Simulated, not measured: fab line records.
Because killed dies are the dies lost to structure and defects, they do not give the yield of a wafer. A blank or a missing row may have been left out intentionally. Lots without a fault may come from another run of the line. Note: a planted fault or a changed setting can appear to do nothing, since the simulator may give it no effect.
The tool behind it: which one? + flow berkeley cmos170 + 13 lots, 39 wafers sampled, at 5 steps of a route of 331

## WHAT THE GAUGES SHOWED, per wafer
UCB170_ACTIVE_THK_MEAS_06. Usual: ACTIVE_NITRIDE_THK 219.5 nm, standard deviation 1.9.
| lot  | measured    | on            | ACTIVE_NITRIDE_THK (nm) | flag |
|------|-------------|---------------|-------------------------|------|
| L554 | day 4 06:58 | film metro-03 | 220.1 220.3 218.7       |      |
| L556 | day 4 17:31 | film metro-03 | 221.2 220.7 223.2       |      |
| L557 | day 4 23:53 | film metro-03 | 216.4 219.7 217.5       |      |
| L558 | day 4 23:51 | film metro-04 | 220.9 219.0 221.6       |      |
| L560 | day 5 11:47 | film metro-04 | 223.3 221.7 222.1       |      |
| L561 | day 5 11:47 | film metro-01 | 217.4 219.1 220.5       |      |
| L562 | day 5 17:31 | film metro-01 | 220.4 221.6 221.0       |      |
| L563 | day 5 23:36 | film metro-03 | 220.5 220.3 220.6       |      |
| L564 | day 5 23:36 | film metro-01 | 219.3 219.9 219.7       |      |
| L566 | day 6 11:43 | film metro-01 | 211.5 211.2 211.3       | OFF  |
| L574 | day 8 13:46 | film metro-03 | 219.1 219.2 219.4       |      |
| L575 | day 8 13:46 | film metro-04 | 220.0 220.6 220.2       |      |
| L576 | day 9 03:26 | film metro-01 | 218.3 219.8 218.7       |      |

UCB170_M3_OVL_MEAS_16. Usual: M3_OVL 2 nm, standard deviation 7.
| lot  | measured     | on         | M3_OVL (nm) | flag |
|------|--------------|------------|-------------|------|
| L554 | day 7 18:22  | overlay-02 | 3 0 3       |      |
| L556 | day 7 19:35  | overlay-01 | -11 -9 6    |      |
| L557 | day 8 10:10  | overlay-01 | 5 -3 4      |      |
| L558 | day 8 08:43  | overlay-01 | 5 7 10      |      |
| L560 | day 8 19:30  | overlay-02 | 4 9 8       |      |
| L561 | day 8 22:37  | overlay-02 | 1 -4 6      |      |
| L562 | day 9 02:29  | overlay-01 | 3 2 2       |      |
| L563 | day 9 14:14  | overlay-02 | 4 0 1       |      |
| L564 | day 9 13:46  | overlay-02 | -9 3 6      |      |
| L566 | day 10 00:52 | overlay-01 | 7 14 6      |      |
| L574 | day 12 06:45 | overlay-01 | 4 4 8       |      |
| L575 | day 12 07:14 | overlay-01 | -6 -6 -15   |      |
| L576 | day 12 17:52 | overlay-01 | -2 -6 1     |      |

UCB170_M3_BOW_MEAS_20. Usual: M3_BOW 37 um, standard deviation 7.1.
| lot  | measured     | on            | M3_BOW (um) | flag |
|------|--------------|---------------|-------------|------|
| L554 | day 7 18:52  | film metro-04 | 35 23 35    |      |
| L556 | day 7 20:05  | film metro-01 | 32 41 28    |      |
| L557 | day 8 10:40  | film metro-04 | 31 34 35    |      |
| L558 | day 8 09:13  | film metro-04 | 35 43 38    |      |
| L560 | day 8 19:59  | film metro-01 | 47 26 42    |      |
| L561 | day 8 23:06  | film metro-01 | 43 53 45    |      |
| L562 | day 9 02:59  | film metro-04 | 42 40 47    |      |
| L563 | day 9 14:44  | film metro-03 | 45 44 49    |      |
| L564 | day 9 14:20  | film metro-01 | 33 40 53    |      |
| L566 | day 10 01:21 | film metro-04 | 40 31 42    |      |
| L574 | day 12 07:22 | film metro-01 | 28 33 38    |      |
| L575 | day 12 07:44 | film metro-04 | 25 31 34    |      |
| L576 | day 12 18:22 | film metro-03 | 32 30 29    |      |

## EACH LOT AND THE TOOL THAT RAN IT (in order: tool; ch and the chambers of the sampled wafers; start)
| lot  | UCB170_ACTIVE_CVD_05       | UCB170_M3_STRIP_19                   |
|------|----------------------------|--------------------------------------|
| L554 | lpcvd-01 ch 1, day 4 05:02 | plasma asher-03 ch 0,1, day 7 18:39  |
| L556 | lpcvd-01 ch 1, day 4 15:36 | plasma asher-02 ch 0,1, day 7 19:52  |
| L557 | lpcvd-01 ch 1, day 4 21:56 | plasma asher-03 ch 0,1, day 8 10:26  |
| L558 | lpcvd-01 ch 0, day 4 21:56 | plasma asher-03 ch 0, day 8 08:59    |
| L560 | lpcvd-02 ch 1, day 5 08:55 | plasma asher-01 ch 0,1, day 8 19:46  |
| L561 | lpcvd-02 ch 1, day 5 08:55 | plasma asher-03 ch 0,1, day 8 22:53  |
| L562 | lpcvd-01 ch 1, day 5 15:35 | plasma asher-02 ch 0,1, day 9 02:45  |
| L563 | lpcvd-01 ch 0, day 5 21:41 | plasma asher-01 ch 0,1, day 9 14:31  |
| L564 | lpcvd-01 ch 1, day 5 21:41 | plasma asher-02 ch 0,1, day 9 14:02  |
| L566 | lpcvd-01 ch 1, day 6 09:47 | plasma asher-02 ch 0,1, day 10 01:08 |
| L574 | lpcvd-02 ch 0, day 8 11:52 | plasma asher-03 ch 0,1, day 12 07:01 |
| L575 | lpcvd-02 ch 1, day 8 11:52 | plasma asher-03 ch 0,1, day 12 07:31 |
| L576 | lpcvd-01 ch 1, day 9 01:31 | plasma asher-02 ch 0,1, day 12 18:07 |
- UCB170_ACTIVE_CVD_05: deposits Si3N4 from SiH2Cl2/NH3, target thk 220 nm, time 3300 s.
- UCB170_M3_STRIP_19: strips in O2.

## WHAT THE TOOLS THEMSELVES READ (means of the sampled wafers that have a number; where no wafer has one, the mark that the record gives instead)
UCB170_ACTIVE_CVD_05. Usual: spike tc load C 820.4 C, standard deviation 3.
| lot  | tool     | spike tc load C (C) | flag |
|------|----------|---------------------|------|
| L554 | lpcvd-01 | 819.8               |      |
| L556 | lpcvd-01 | 820.4               |      |
| L557 | lpcvd-01 | 820.4               |      |
| L558 | lpcvd-01 | 817.9               |      |
| L560 | lpcvd-02 | 825.1               |      |
| L561 | lpcvd-02 | 825.9               |      |
| L562 | lpcvd-01 | 820.0               |      |
| L563 | lpcvd-01 | 817.0               |      |
| L564 | lpcvd-01 | 819.8               |      |
| L566 | lpcvd-01 | 820.6               |      |
| L574 | lpcvd-02 | 822.4               |      |
| L575 | lpcvd-02 | 826.4               |      |
| L576 | lpcvd-01 | 820.5               |      |

UCB170_M3_STRIP_19. Usual: drypump motor current A 5.55 A, standard deviation 0.18; oes product au 0.540 a.u., standard deviation 0.017.
| lot  | tool            | drypump motor current A (A) | oes product au (a.u.) | flag |
|------|-----------------|-----------------------------|-----------------------|------|
| L554 | plasma asher-03 | 5.58                        | 0.563                 |      |
| L556 | plasma asher-02 | 5.54                        | 0.560                 |      |
| L557 | plasma asher-03 | 5.58                        | 0.558                 |      |
| L558 | plasma asher-03 | 5.62                        | 0.530                 |      |
| L560 | plasma asher-01 | 5.62                        | 0.537                 |      |
| L561 | plasma asher-03 | 5.58                        | 0.558                 |      |
| L562 | plasma asher-02 | 5.35                        | 0.535                 |      |
| L563 | plasma asher-01 | 5.62                        | 0.523                 |      |
| L564 | plasma asher-02 | 5.54                        | 0.543                 |      |
| L566 | plasma asher-02 | 5.54                        | 0.543                 |      |
| L574 | plasma asher-03 | 5.58                        | 0.560                 |      |
| L575 | plasma asher-03 | 5.58                        | 0.525                 |      |
| L576 | plasma asher-02 | 5.35                        | 0.549                 |      |

## THE ANSWER, worked out from the rows above alone
Rule: a lot is off if the mean of its wafers that have a number lies more than 3 standard deviations from the usual mean. A lot without any number at a reading at which 4 lots or more have one is off too. Where the step has rows for the other lots, those lots are counted as sound. First the gauges in route order, then the tools' own readings, where a lot's mean is used as printed above. The first step at which some lot is off is used, and at that step the reading that is off furthest; a lot without a number counts as furthest.
Off: L566, at UCB170_ACTIVE_THK_MEAS_06 (ACTIVE_NITRIDE_THK).
A tool fits if, at a process step before that reading, it ran every lot that is off, and no sound lot after the first of them. Gauges at UCB170_ACTIVE_THK_MEAS_06: tried the same way as those tools. Not one of the candidates tried fits.

## WHAT WAS PUT IN BY THE SIMULATOR
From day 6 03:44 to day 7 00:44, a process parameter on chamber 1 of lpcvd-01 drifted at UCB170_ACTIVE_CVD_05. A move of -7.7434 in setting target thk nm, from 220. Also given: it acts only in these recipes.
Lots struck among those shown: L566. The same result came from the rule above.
